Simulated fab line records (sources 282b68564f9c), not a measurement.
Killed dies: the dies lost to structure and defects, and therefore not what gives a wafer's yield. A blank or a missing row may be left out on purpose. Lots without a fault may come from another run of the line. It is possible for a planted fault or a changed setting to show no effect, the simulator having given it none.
Check for tools in common | flow rit cmos | 14 lots, 42 wafers sampled

WHY THIS WAS OPENED
Flagged at RIT_GATE_CD_MEAS_16: reading cd nm, on 2 of 14 lots. Wafers without a fault read 150.6 nm, standard deviation 2.
Rule: a lot is flagged when every wafer of it that has a number lies more than 4 standard deviations from that mean, or none has a number. The rest of the lots are taken to be sound.

lot  | measured    | on        | cd nm (nm), wafer by wafer | flag
L713 | day 2 21:01 | cd sem-02 | 149.9 151.0 152.5          |
L714 | day 3 08:12 | cd sem-02 | 150.6 149.1 153.4          |
L716 | day 3 13:23 | cd sem-02 | 150.8 150.9 150.1          |
L717 | day 3 21:25 | cd sem-01 | 166.0 169.5 167.8          | FLAGGED
L720 | day 4 04:31 | cd sem-02 | 161.6 161.6 160.6          | FLAGGED
L724 | day 5 03:06 | cd sem-02 | 150.3 147.9 148.8          |
L725 | day 5 06:43 | cd sem-01 | 153.1 153.8 154.5          |
L726 | day 5 12:45 | cd sem-01 | 152.0 150.8 151.1          |
L728 | day 5 20:08 | cd sem-01 | 146.7 147.5 148.6          |
L729 | day 6 03:59 | cd sem-02 | 149.2 149.4 150.6          |
L731 | day 6 12:20 | cd sem-01 | 152.2 153.8 152.0          |
L733 | day 6 23:08 | cd sem-01 | 156.2 155.4 153.7          |
L734 | day 7 07:25 | cd sem-01 | 152.7 149.1 152.1          |
L735 | day 7 08:56 | cd sem-02 | 147.9 148.6 148.1          |
On average the flagged lots' numbers are 164.5 nm, which is +13.9 nm against the usual, or +7 standard deviations.

EACH LOT AND THE TOOL IT RAN ON
The record keeps 1 process step preceding the reading, out of 202 steps on the route. Cell contents, in order: the tool; ch with the chambers the sampled wafers went through; the start.
lot  | flag    | RIT_GATE_DEVELOP_15
L713 |         | litho track-01 ch 0, day 2 20:00
L714 |         | litho track-04 ch 0, day 3 08:00
L716 |         | litho track-04 ch 0, day 3 13:00
L717 | FLAGGED | litho track-04 ch 0, day 3 21:00
L720 | FLAGGED | litho track-04 ch 0, day 4 04:00
L724 |         | litho track-01 ch 0, day 5 02:00
L725 |         | litho track-01 ch 0, day 5 06:00
L726 |         | litho track-01 ch 0, day 5 12:00
L728 |         | litho track-02 ch 0, day 5 19:00
L729 |         | litho track-02 ch 0, day 6 03:00
L731 |         | litho track-02 ch 0, day 6 12:00
L733 |         | litho track-02 ch 0, day 6 23:00
L734 |         | litho track-04 ch 0, day 7 07:00
L735 |         | litho track-01 ch 0, day 7 08:00
These steps, and what they do:
- RIT_GATE_DEVELOP_15: develop time 50 s.
- RIT_GATE_CD_MEAS_16: target cd 150 nm.

FLAGGED OVER TOTAL, TOOL BY TOOL (the gauges that took the reading come last)
step                | tool           | lots run | flagged | share of the flagged lots | sound lots run after its first flagged lot
RIT_GATE_DEVELOP_15 | litho track-01 | 5        | 0       | none                      | -
RIT_GATE_DEVELOP_15 | litho track-02 | 4        | 0       | none                      | -
RIT_GATE_DEVELOP_15 | litho track-04 | 5        | 2       | all                       | 1 (L734)
RIT_GATE_CD_MEAS_16 | cd sem-01      | 7        | 1       | some                      | 6 (L725,L726,L728,L731,L733,L734)
RIT_GATE_CD_MEAS_16 | cd sem-02      | 7        | 1       | some                      | 3 (L724,L729,L735)

THE TABLE: WHAT IT ALLOWS
In the table, 1 row covers all flagged lots: litho track-04 at RIT_GATE_DEVELOP_15.
- litho track-04 at RIT_GATE_DEVELOP_15: 2 of its 5 lots flagged. Lots that were sound ran on it after the first flagged one (L734); a persistent fault on the entire tool would not allow that.
Not one row of the table ran every flagged lot while running no sound lot after the first.

WHAT THE SIMULATOR PUT IN
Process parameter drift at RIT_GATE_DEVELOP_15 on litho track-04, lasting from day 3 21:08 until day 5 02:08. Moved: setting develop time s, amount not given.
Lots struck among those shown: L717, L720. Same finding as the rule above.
